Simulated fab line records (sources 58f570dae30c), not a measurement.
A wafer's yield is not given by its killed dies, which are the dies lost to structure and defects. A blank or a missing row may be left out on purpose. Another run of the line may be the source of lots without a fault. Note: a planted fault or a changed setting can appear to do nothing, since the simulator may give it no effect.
Which of the tools did it? | flow berkeley_cmos170 | 39 wafers from 13 lots sampled at 6 of the route's 331 steps

== WHAT EACH GAUGE READ, for each wafer ==
UCB170_PSD_CD_MEAS_06: target cd 1200 nm. Usual: cd_nm at 1199.9 nm, with a standard deviation of 1.4.
lot  | measured     | on        | cd_nm (nm)           | flag
L947 | day 8 02:08  | cd_sem-01 | 1200.2 1200.6 1201.2 |
L946 | day 8 02:26  | cd_sem-01 | 1201.8 1201.0 1201.9 |
L949 | day 8 10:41  | cd_sem-01 | 1199.1 1199.3 1200.8 |
L950 | day 8 10:26  | cd_sem-01 | 1200.3 1200.1 1200.7 |
L948 | day 8 10:54  | cd_sem-01 | 1199.1 1199.3 1198.0 |
L951 | day 8 13:01  | cd_sem-01 | 1200.5 1202.4 1200.6 |
L955 | day 9 09:43  | cd_sem-01 | 1201.4 1200.3 1201.3 |
L956 | day 9 23:08  | cd_sem-02 | 1197.8 1196.9 1197.6 |
L959 | day 10 04:32 | cd_sem-02 | 1199.6 1198.7 1199.9 |
L963 | day 11 17:18 | cd_sem-02 | 1199.1 1200.5 1199.1 |
L966 | day 12 09:05 | cd_sem-01 | 1198.5 1197.5 1198.8 |
L967 | day 12 09:45 | cd_sem-02 | 1200.6 1200.6 1199.9 |
L969 | day 12 21:07 | cd_sem-01 | 1201.2 1201.6 1201.5 |

UCB170_SDANNEAL_RS_MEAS_02: a four-point-probe measurement. Usual: PSD_RS 75.65 ohm/sq, standard deviation 0.25.
lot  | measured     | on            | PSD_RS (ohm/sq)      | flag
L947 | day 8 08:07  | film_metro-01 | 75.95 76.09 75.79    |
L946 | day 8 09:42  | film_metro-01 | 75.32 75.48 75.08    |
L949 | day 8 18:29  | film_metro-04 | 75.65 75.70 75.91    |
L950 | day 8 18:19  | film_metro-03 | 75.23 75.58 75.75    |
L948 | day 8 19:16  | film_metro-01 | 75.74 75.91 75.91    |
L951 | day 8 18:59  | film_metro-04 | 75.91 75.69 75.83    |
L955 | day 9 17:52  | film_metro-01 | 105.98 105.41 105.14 | OFF
L956 | day 10 02:46 | film_metro-04 | 105.87 105.29 105.42 | OFF
L959 | day 10 07:50 | film_metro-03 | 105.14 105.05 105.29 | OFF
L963 | day 12 00:07 | film_metro-01 | 75.73 75.65 76.04    |
L966 | day 12 12:14 | film_metro-04 | 75.75 75.66 75.74    |
L967 | day 12 12:55 | film_metro-04 | 75.36 75.01 75.61    |
L969 | day 13 00:43 | film_metro-04 | 75.17 75.48 75.45    |

UCB170_SDANNEAL_RS_MEAS_03: a four-point-probe measurement. Usual: NSD_RS 37.25 ohm/sq, standard deviation 0.082.
lot  | measured     | on            | NSD_RS (ohm/sq)   | flag
L947 | day 8 08:14  | film_metro-01 | 37.30 37.28 37.31 |
L946 | day 8 09:49  | film_metro-01 | 37.30 37.25 37.21 |
L949 | day 8 18:36  | film_metro-04 | 37.43 37.34 37.25 |
L950 | day 8 18:26  | film_metro-03 | 37.16 37.18 37.23 |
L948 | day 8 19:23  | film_metro-01 | 37.26 37.32 37.32 |
L951 | day 8 19:06  | film_metro-04 | 37.18 37.31 37.19 |
L955 | day 9 17:59  | film_metro-01 | 40.62 40.45 40.60 | OFF
L956 | day 10 02:53 | film_metro-04 | 40.78 40.67 40.80 | OFF
L959 | day 10 07:57 | film_metro-03 | 40.59 40.62 40.63 | OFF
L963 | day 12 00:14 | film_metro-01 | 37.25 37.27 37.33 |
L966 | day 12 12:22 | film_metro-04 | 37.42 37.33 37.32 |
L967 | day 12 13:02 | film_metro-04 | 37.27 37.30 37.31 |
L969 | day 13 00:50 | film_metro-04 | 37.21 37.16 37.22 |

UCB170_SDANNEAL_RS_MEAS_04: a four-point-probe measurement. Usual: PLDD_RS 1031.2 ohm/sq, standard deviation 2.6.
lot  | measured     | on            | PLDD_RS (ohm/sq)     | flag
L947 | day 8 08:21  | film_metro-01 | 1027.6 1029.0 1027.0 |
L946 | day 8 09:56  | film_metro-01 | 1031.2 1031.7 1028.4 |
L949 | day 8 18:43  | film_metro-04 | 1032.3 1033.8 1034.2 |
L950 | day 8 18:33  | film_metro-03 | 1033.8 1034.8 1032.6 |
L948 | day 8 19:30  | film_metro-01 | 1030.5 1027.1 1030.0 |
L951 | day 8 19:13  | film_metro-04 | 1032.3 1031.6 1032.4 |
L955 | day 9 18:07  | film_metro-01 | 1046.4 1047.0 1049.0 | OFF
L956 | day 10 03:01 | film_metro-04 | 1047.6 1048.2 1051.7 | OFF
L959 | day 10 08:04 | film_metro-03 | 1049.1 1046.1 1048.4 | OFF
L963 | day 12 00:21 | film_metro-01 | 1036.9 1032.8 1031.7 |
L966 | day 12 12:29 | film_metro-04 | 1036.8 1034.3 1035.4 |
L967 | day 12 13:10 | film_metro-04 | 1034.9 1034.7 1036.1 |
L969 | day 13 00:58 | film_metro-04 | 1031.7 1031.0 1030.1 |

== EACH LOT AND THE TOOL THAT RAN IT (in order: tool; ch and the chambers of the sampled wafers; start) ==
lot  | UCB170_NLDD_STRIP_10                 | UCB170_SDANNEAL_RTA_01
L947 | plasma_asher-02 ch 0,1, day 7 16:40  | rtp_anneal-01 ch 0, day 8 08:03
L946 | plasma_asher-03 ch 0,1, day 7 16:47  | rtp_anneal-01 ch 0, day 8 09:38
L949 | plasma_asher-02 ch 0,1, day 8 04:04  | rtp_anneal-02 ch 0, day 8 18:25
L950 | plasma_asher-01 ch 0, day 8 04:19    | rtp_anneal-01 ch 0, day 8 18:15
L948 | plasma_asher-01 ch 0,1, day 8 04:59  | rtp_anneal-02 ch 0, day 8 19:08
L951 | plasma_asher-02 ch 0,1, day 8 05:47  | rtp_anneal-01 ch 0, day 8 18:41
L955 | plasma_asher-01 ch 0,1, day 9 01:41  | rtp_anneal-02 ch 0, day 9 17:43
L956 | plasma_asher-02 ch 0,1, day 9 16:34  | rtp_anneal-02 ch 0, day 10 02:41
L959 | plasma_asher-01 ch 0,1, day 9 20:36  | rtp_anneal-02 ch 0, day 10 07:46
L963 | plasma_asher-01 ch 0,1, day 11 09:32 | rtp_anneal-01 ch 0, day 12 00:02
L966 | plasma_asher-02 ch 0,1, day 12 00:41 | rtp_anneal-01 ch 0, day 12 12:10
L967 | plasma_asher-02 ch 0,1, day 12 01:19 | rtp_anneal-01 ch 0, day 12 12:51
L969 | plasma_asher-02 ch 0,1, day 12 10:59 | rtp_anneal-01 ch 0, day 13 00:40
- UCB170_NLDD_STRIP_10: strips in O2.
- UCB170_SDANNEAL_RTA_01: time 5 s.

== WHAT THE TOOLS THEMSELVES READ (means of the sampled wafers that have a number; where no wafer has one, the mark that the record gives instead) ==
UCB170_NLDD_STRIP_10. Usual: drypump_motor_current_A 5.8 A, standard deviation 0.54; oes_product_au 0.734 a.u., standard deviation 0.0046; strip_time_to_endpoint_s 21.64 s, standard deviation 0.064.
lot  | tool            | drypump_motor_current_A (A) | oes_product_au (a.u.) | strip_time_to_endpoint_s (s) | flag
L947 | plasma_asher-02 | 5.6                         | 0.737                 | 21.63                        |
L946 | plasma_asher-03 | 6.7                         | 0.735                 | 21.68                        |
L949 | plasma_asher-02 | 5.6                         | 0.728                 | 21.64                        |
L950 | plasma_asher-01 | 6.2                         | 0.733                 | 21.66                        |
L948 | plasma_asher-01 | 5.8                         | 0.737                 | 21.60                        |
L951 | plasma_asher-02 | 5.6                         | 0.732                 | 21.68                        |
L955 | plasma_asher-01 | 5.3                         | 0.734                 | 21.66                        |
L956 | plasma_asher-02 | 5.6                         | 0.735                 | 21.74                        |
L959 | plasma_asher-01 | 5.3                         | 0.730                 | 21.59                        |
L963 | plasma_asher-01 | 5.4                         | 0.734                 | 21.61                        |
L966 | plasma_asher-02 | 5.6                         | 0.738                 | 21.63                        |
L967 | plasma_asher-02 | 5.6                         | 0.732                 | 21.51                        |
L969 | plasma_asher-02 | 5.6                         | 0.735                 | 21.67                        |

UCB170_SDANNEAL_RTA_01. Usual: lamp_power_pct 37.4 %, standard deviation 1.7; wafer_temp_C_max 1055.2, standard deviation 1.4.
lot  | tool          | lamp_power_pct (%) | wafer_temp_C_max | flag
L947 | rtp_anneal-01 | 39.2               | 1056.8           |
L946 | rtp_anneal-01 | 39.2               | 1055.8           |
L949 | rtp_anneal-02 | 35.7               | 1054.2           |
L950 | rtp_anneal-01 | 39.2               | 1055.7           |
L948 | rtp_anneal-02 | 35.7               | 1053.9           |
L951 | rtp_anneal-01 | 39.1               | 1055.7           |
L955 | rtp_anneal-02 | 35.7               | 1054.9           |
L956 | rtp_anneal-02 | 35.7               | 1053.7           |
L959 | rtp_anneal-02 | 35.7               | 1054.3           |
L963 | rtp_anneal-01 | 39.2               | 1056.8           |
L966 | rtp_anneal-01 | 39.2               | 1056.6           |
L967 | rtp_anneal-01 | 39.2               | 1055.1           |
L969 | rtp_anneal-01 | 39.2               | 1055.1           |

== THE ANSWER, worked out from the rows above alone ==
Rule: a lot counts as off when the mean over its wafers that have a number is more than 3 standard deviations away from the usual mean. A lot without any number at a reading at which 4 lots or more have one is off too. All remaining lots with rows at the step are treated as sound. First the gauges in route order, then the tools' own readings, where a lot's mean is used as printed above. The first step at which some lot is off is used, and at that step the reading that is off furthest; a lot without a number counts as furthest.
Off: at UCB170_SDANNEAL_RS_MEAS_02 (PSD_RS), L955, L956, L959.
A tool fits if, at a process step before that reading, it ran every lot that is off, and no sound lot after the first of them. Those tools and the gauges at UCB170_SDANNEAL_RS_MEAS_02 are tried in the same way. One fits: rtp_anneal-02 at UCB170_SDANNEAL_RTA_01. Its last sound lot is L948 (day 8 19:08), its first lot that is off L955 (day 9 17:43): a fault that began between those two fits.

== WHAT WAS PUT IN BY THE SIMULATOR ==
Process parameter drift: rtp_anneal-02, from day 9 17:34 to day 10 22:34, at UCB170_SDANNEAL_RTA_01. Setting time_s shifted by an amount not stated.
Lots struck among those shown: L955, L956, L959. Same finding as the rule above.
